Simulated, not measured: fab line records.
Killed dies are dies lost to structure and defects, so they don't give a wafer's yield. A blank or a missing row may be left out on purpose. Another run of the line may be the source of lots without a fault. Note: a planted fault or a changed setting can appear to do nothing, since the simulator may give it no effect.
fab line records	flow berkeley-cmos170
record: lots: 14	wafers: 42	last-day: 12
route steps=331 shown PWELL@48 PFIELD@85 GATE@144 PSD@184
lots untouched by any fault: they come from a run of this same line in which no faults occurred
start-h: start of the lot's first displayed wafer, in hours after the record's first day	wait-h: hours since the lot's step before	" identical to the entry in the row above	L1.1+2: several wafers, shown together as one row	- either no value or no given start	* or withheld: withheld	< > ~ a bound
route shown NAME@n: NAME is a module with steps in the file, n the number in the route of the first one	usual: mean/standard deviation of fault-free wafers	same: alike in all rows	chamber/n: place in a boat	sites: readings site by site	_std_site: standard deviation of those values	_edge_site: inner sites' mean taken away from outer sites' mean	radius-mm: for every site, how far away it sits from the centre of the wafer	mask NAME#n: copy n	behind: the most recent tool/chamber to have shaped the wafer	hold: why the lot went on hold/how many hours it stayed there/how the hold came to an end	device: names the non-switching transistor (n, p or np)	end of line: the same wafers' tests at the end of the route	a step with no rows: only its recipe	killed: at the first sort, the dies lost to defects and structure; wafer yield is something else	map: shows each die of a wafer: x if killed, . if not, _ if none is there
set.NAME: the setting that was run; set.NAME@STEP: the one run at that earlier step	model.NAME: the simulator's own value behind a step, which no gauge read
the route's steps for a sample of lots (tables are steps, rows are wafers)
services: when a tool's chamber went out of use (start-h, in hours from the record's first day, below 0 if earlier), for how many hours, and the reason
== steps ==
step: UCB170_PWELL_ETCH_14
recipe: chemistry: CH3F/Ar/O2	target: Si3N4	stop-on: SiO2	CH3F_flow_sccm: 20	Ar_flow_sccm: 50	O2_flow_sccm: 7	pressure-mtorr: 50	rf-w: 450	target-depth-a: 2420	over-etch-frac: 0.1	time-s: 151
usual: drypump-motor-current-A: 5.7/0.4	oes-product-au: 0.948/0.014	throttle-valve-pct: 8.05/0.16
same: time-s: 151
lot.wafer	tool	chamber	start-h	wait-h	drypump-motor-current-A	oes-product-au	rf-hours-counter-h	throttle-valve-pct
L871.1	rie-diel-02	3	58.63	0.0	6.0	0.938	78	7.99
L871.2	"	0	"	"	5.7	0.955	55	7.85
L871.5	"	2	"	"	6.0	0.958	-	8.29
L872.1	rie-diel-01	0	66.01	0.0	5.5	0.937	67	8.25
L872.4	"	2	"	"	6.0	0.924	52	7.91
L872.6	"	3	"	"	5.9	0.962	-	8.03
L876.1	rie-diel-03	1	80.32	0.0	5.6	0.948	25	7.99
L876.3	"	2	"	"	5.2	0.961	14	8.30
L876.4	"	1	"	"	5.6	0.955	-	7.99
L875.1	rie-diel-02	1	80.59	0.0	5.8	0.974	166	8.03
L875.2	"	3	"	"	6.0	0.938	79	8.01
L875.6	"	0	"	"	5.7	0.951	-	7.84
L874.2	rie-diel-01	0	81.32	0.0	5.5	0.923	68	8.25
L874.3	"	2	"	"	6.0	0.945	53	7.90
L874.5	"	2	"	"	6.0	0.928	-	7.92
L877.1	rie-diel-02	0	91.32	0.0	5.7	0.951	57	7.85
L877.2	"	2	"	"	6.0	0.958	119	8.29
L877.4	"	3	"	"	6.0	0.939	-	7.99
L878.3	rie-diel-01	3	91.47	0.0	5.9	0.953	57	8.03
L878.5	"	2	"	"	6.0	0.928	-	7.89
L878.6	"	3	"	"	5.9	0.974	-	8.04
L881.1	rie-diel-03	2	108.62	0.0	5.3	0.947	16	8.29
L881.4	"	2	"	"	5.2	0.958	-	8.31
L881.6	"	1	"	"	5.5	0.932	-	7.97
L882.1	rie-diel-02	0	118.65	0.0	5.7	0.954	59	7.85
L882.3	"	2	"	"	6.0	0.961	121	8.28
L882.6	"	0	"	"	5.8	0.943	-	7.86
L883.2	rie-diel-03	1	118.93	0.0	5.5	0.943	27	7.99
L883.4	"	0	"	"	4.7	0.958	-	7.96
L883.6	"	1	"	"	5.6	0.953	-	8.00
L884.2	rie-diel-02	3	118.98	0.0	6.0	0.933	82	7.98
L884.3	"	0	"	"	5.7	0.953	59	7.85
L884.4	"	0	"	"	5.8	0.953	-	7.85
L886.1	rie-diel-02	0	131.92	0.0	5.7	0.948	60	7.84
L886.2	"	3	"	"	6.0	0.931	82	8.00
L886.3	"	1	"	"	5.9	0.950	0	8.03
L887.2	rie-diel-03	1	132.17	0.0	5.6	0.947	28	7.98
L887.4	"	2	"	"	5.2	0.954	17	8.28
L887.5	"	2	"	"	5.2	0.957	-	8.30
L888.3	rie-diel-02	0	145.13	0.0	5.7	0.947	60	7.85
L888.4	"	1	"	"	5.8	0.936	1	8.03
L888.5	"	1	"	"	5.8	0.941	-	8.04
step: UCB170_PFIELD_OVL_MEAS_06
usual: PFIELD_OVL: 1/5
lot.wafer	tool	chamber	start-h	wait-h	PFIELD_OVL[nm]
L871.1	overlay-01	-	95.51	-	-1
L871.2	"	-	"	"	-3
L871.5	"	-	"	"	1
L872.1	overlay-02	-	102.97	-	-1
L872.4	"	-	"	"	-4
L872.6	"	-	"	"	-14
L874.2	overlay-01	-	120.41	-	9
L874.3	"	-	"	"	-3
L874.5	"	-	"	"	2
L876.1	overlay-01	-	120.67	-	3
L876.3	"	-	"	"	7
L876.4	"	-	"	"	5
L875.1	overlay-01	-	120.85	-	-2
L875.2	"	-	"	"	7
L875.6	"	-	"	"	0
L877.1	overlay-02	-	127.29	-	4
L877.2	"	-	"	"	13
L877.4	"	-	"	"	8
L878.3	overlay-02	-	127.92	-	2
L878.5	"	-	"	"	1
L878.6	"	-	"	"	-4
L881.1	overlay-01	-	139.50	-	10
L881.4	"	-	"	"	-3
L881.6	"	-	"	"	2
L882.1	overlay-01	-	153.19	-	-1
L882.3	"	-	"	"	-3
L882.6	"	-	"	"	0
L884.2	overlay-02	-	153.33	-	11
L884.3	"	-	"	"	0
L884.4	"	-	"	"	9
L883.2	overlay-01	-	153.69	-	-6
L883.4	"	-	"	"	0
L883.6	"	-	"	"	1
L886.1	overlay-02	-	169.15	-	-1
L886.2	"	-	"	"	2
L886.3	"	-	"	"	-3
L887.2	overlay-01	-	169.43	-	-6
L887.4	"	-	"	"	-4
L887.5	"	-	"	"	5
L888.3	overlay-02	-	178.36	-	-9
L888.4	"	-	"	"	-1
L888.5	"	-	"	"	0
step: UCB170_GATE_CLEAN_17
recipe: chemistry: SPM	temp-c: 120	time-s: 600
usual: bath-guard-temp-C: 120.0/0.39	bath-heat-duty-pct: 13.6/1.4	time-s: 600/0
lot.wafer	tool	chamber	start-h	wait-h	bath-guard-temp-C	bath-heat-duty-pct	time-s
L871.1	wet-bench-03	1	143.51	0.1	119.8	13.7	600
L871.2	"	1	"	"	120.1	14.3	600
L871.5	"	1	"	"	120.0	13.3	600
L872.1	wet-bench-04	0	158.89	0.1	120.8	15.0	600
L872.4	"	0	"	"	120.8	14.4	600
L872.6	"	0	"	"	120.7	15.4	600
L875.1	wet-bench-03	3	173.97	0.1	120.0	11.5	600
L875.2	"	3	"	"	119.9	13.6	600
L875.6	"	3	"	"	120.3	11.5	600
L874.2	wet-bench-02	3	174.09	0.1	120.1	14.3	600
L874.3	"	3	"	"	120.4	14.8	600
L874.5	"	3	"	"	120.3	13.6	600
L876.1	wet-bench-03	3	174.23	0.1	120.0	13.5	600
L876.3	"	3	"	"	120.3	12.4	600
L876.4	"	3	"	"	120.0	13.8	600
L877.1	wet-bench-04	3	181.99	0.2	119.4	15.9	600
L877.2	"	3	"	"	119.4	15.6	600
L877.4	"	3	"	"	119.3	16.3	600
L878.3	wet-bench-04	1	182.36	0.3	119.4	13.0	600
L878.5	"	1	"	"	119.5	15.4	600
L878.6	"	1	"	"	119.3	13.5	600
L881.1	wet-bench-03	2	187.69	0.4	119.7	11.1	600
L881.4	"	2	"	"	119.9	13.3	600
L881.6	"	2	"	"	119.8	11.0	600
L882.1	wet-bench-03	1	212.25	0.9	119.7	14.6	600
L882.3	"	1	"	"	119.9	14.3	600
L882.6	"	1	"	"	119.9	14.3	600
L883.2	wet-bench-03	3	212.25	0.6	120.2	12.4	600
L883.4	"	3	"	"	119.9	12.8	600
L883.6	"	3	"	"	120.2	13.7	600
L884.2	wet-bench-03	1	212.25	0.7	119.7	14.3	600
L884.3	"	1	"	"	119.8	15.4	600
L884.4	"	1	"	"	120.0	15.1	600
L886.1	wet-bench-04	2	229.36	0.1	-	-	-
L886.2	"	2	"	"	-	-	-
L886.3	"	2	"	"	-	-	-
L887.2	wet-bench-02	3	229.60	0.1	-	-	-
L887.4	"	3	"	"	-	-	-
L887.5	"	3	"	"	-	-	-
L888.3	wet-bench-04	1	240.88	0.1	119.5	13.0	600
L888.4	"	1	"	"	119.2	14.2	600
L888.5	"	1	"	"	119.7	14.5	600
step: UCB170_PSD_STRIP_09
recipe: chemistry: O2	power-w: 400	pressure-mtorr: 3500	platen-temp-c: withheld	o2-flow-sccm: 400	overash-fraction: 0.5
usual: drypump-motor-current-A: 5.81/0.27	oes-product-au: 0.599/0.0044	strip-time-to-endpoint-s: 29.54/0.07
lot.wafer	tool	chamber	start-h	wait-h	drypump-motor-current-A	oes-product-au	rf-hours-counter-h	strip-time-to-endpoint-s
L871.1	plasma-asher-04	0	155.53	0.1	5.51	0.595	32	29.51
L871.2	"	1	"	"	5.94	0.600	32	29.57
L871.5	"	1	"	"	5.93	0.602	-	29.49
L872.1	plasma-asher-04	1	171.07	0.1	5.92	0.593	34	29.70
L872.4	"	1	"	"	5.92	0.600	-	29.62
L872.6	"	0	"	"	5.53	0.605	-	29.62
L875.1	plasma-asher-04	0	184.86	0.1	5.53	0.589	35	29.48
L875.2	"	1	"	"	5.93	0.601	35	29.58
L875.6	"	0	"	"	5.46	0.597	-	29.51
L876.1	plasma-asher-03	1	185.01	0.1	5.76	0.598	46	29.54
L876.3	"	0	"	"	5.91	0.594	-	29.55
L876.4	"	1	"	"	5.76	0.604	-	29.43
L874.2	plasma-asher-01	1	185.16	0.1	6.22	0.596	8	29.48
L874.3	"	1	"	"	6.21	0.599	-	29.50
L874.5	"	1	"	"	6.21	0.591	-	29.39
L877.1	plasma-asher-03	0	197.37	0.1	5.92	0.601	47	29.51
L877.2	"	1	"	"	5.78	0.598	47	29.60
L877.4	"	1	"	"	5.77	0.605	-	29.54
L878.3	plasma-asher-04	0	197.61	0.1	5.50	0.597	-	29.44
L878.5	"	0	"	"	5.51	0.606	-	29.40
L878.6	"	1	"	"	5.92	0.592	-	29.49
L881.1	plasma-asher-03	0	197.92	0.1	5.92	0.604	47	29.58
L881.4	"	0	"	"	5.94	0.588	-	29.47
L881.6	"	1	"	"	5.75	0.599	-	29.54
L882.1	plasma-asher-04	0	225.71	0.1	5.51	0.601	40	29.66
L882.3	"	1	"	"	5.93	0.591	-	29.62
L882.6	"	1	"	"	5.91	0.605	-	29.70
L884.2	plasma-asher-01	1	225.83	0.1	6.21	0.606	12	29.45
L884.3	"	1	"	"	6.22	0.594	-	29.56
L884.4	"	0	"	"	5.46	0.606	-	29.62
L883.2	plasma-asher-03	1	226.07	0.1	5.74	0.600	51	29.57
L883.4	"	0	"	"	5.92	0.600	-	29.54
L883.6	"	0	"	"	5.90	0.594	-	29.57
L887.2	plasma-asher-03	1	241.77	0.1	5.74	0.595	52	29.52
L887.4	"	1	"	"	5.76	0.595	-	29.59
L887.5	"	0	"	"	5.89	0.596	-	29.55
L886.1	plasma-asher-01	1	242.29	0.1	6.21	0.601	14	29.54
L886.2	"	0	"	"	5.44	0.594	14	29.55
L886.3	"	0	"	"	5.44	0.602	-	29.50
L888.3	plasma-asher-03	1	253.80	0.1	5.76	0.606	-	29.53
L888.4	"	0	"	"	5.92	0.597	-	29.52
L888.5	"	1	"	"	5.76	0.601	-	29.54
== services ==
tool	chamber	start-h	hours	kind
wet-bench-03	-	36.88	7.0	repair
rie-diel-03	3	37.62	90.6	repair
plasma-asher-03	-	62.66	1.6	repair
rie-diel-03	2	62.80	12.0	repair
plasma-asher-03	-	64.23	2.8	pm
plasma-asher-04	-	69.05	2.9	repair
rie-diel-03	-	77.58	0.3	repair
rie-diel-02	1	84.31	27.8	repair
plasma-asher-01	-	108.75	9.0	pm
wet-bench-03	-	111.27	2.5	repair
rie-diel-01	0	112.05	5.3	repair
rie-diel-02	1	112.14	-	clean
rie-diel-02	1	112.14	19.3	scheduled-down
rie-diel-01	2	123.53	2.4	repair
rie-diel-02	-	124.01	2.8	pm
rie-diel-02	2	127.48	1.6	repair
plasma-asher-01	-	131.99	2.8	pm
plasma-asher-03	-	133.31	1.8	repair
rie-diel-03	0	136.12	20.5	repair
rie-diel-02	2	183.51	9.3	repair
wet-bench-02	-	184.02	5.8	repair
wet-bench-04	-	215.29	12.2	repair
rie-diel-02	2	252.18	8.3	repair
rie-diel-01	-	252.97	2.8	pm
== key ==
first-sign: step: UCB170_GATE_CLEAN_17	reading: tool-record	direction: missing
effect none on later readings
met-at UCB170_GATE_CLEAN_17
struck-lots L886,L887
tester-left-out L886,L887
not-acting-at UCB170_PWELL_ETCH_14,UCB170_PFIELD_OVL_MEAS_06,UCB170_PSD_STRIP_09
onset-between 182.36 229.36
fault: kind: skipped-step-whole	tool: wet-bench-02,wet-bench-04	chamber: -	onset-h: 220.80	steps: UCB170_GATE_CLEAN_17	scope: struck-lots-only
tester-left-out: of these lots the tester's yield and bins aren't shown, on N5 and GAA mostly nor the transistor test; their killed dies are dies lost to structure and defects alone, not to doping, threshold or leakage, so they don't give the yield
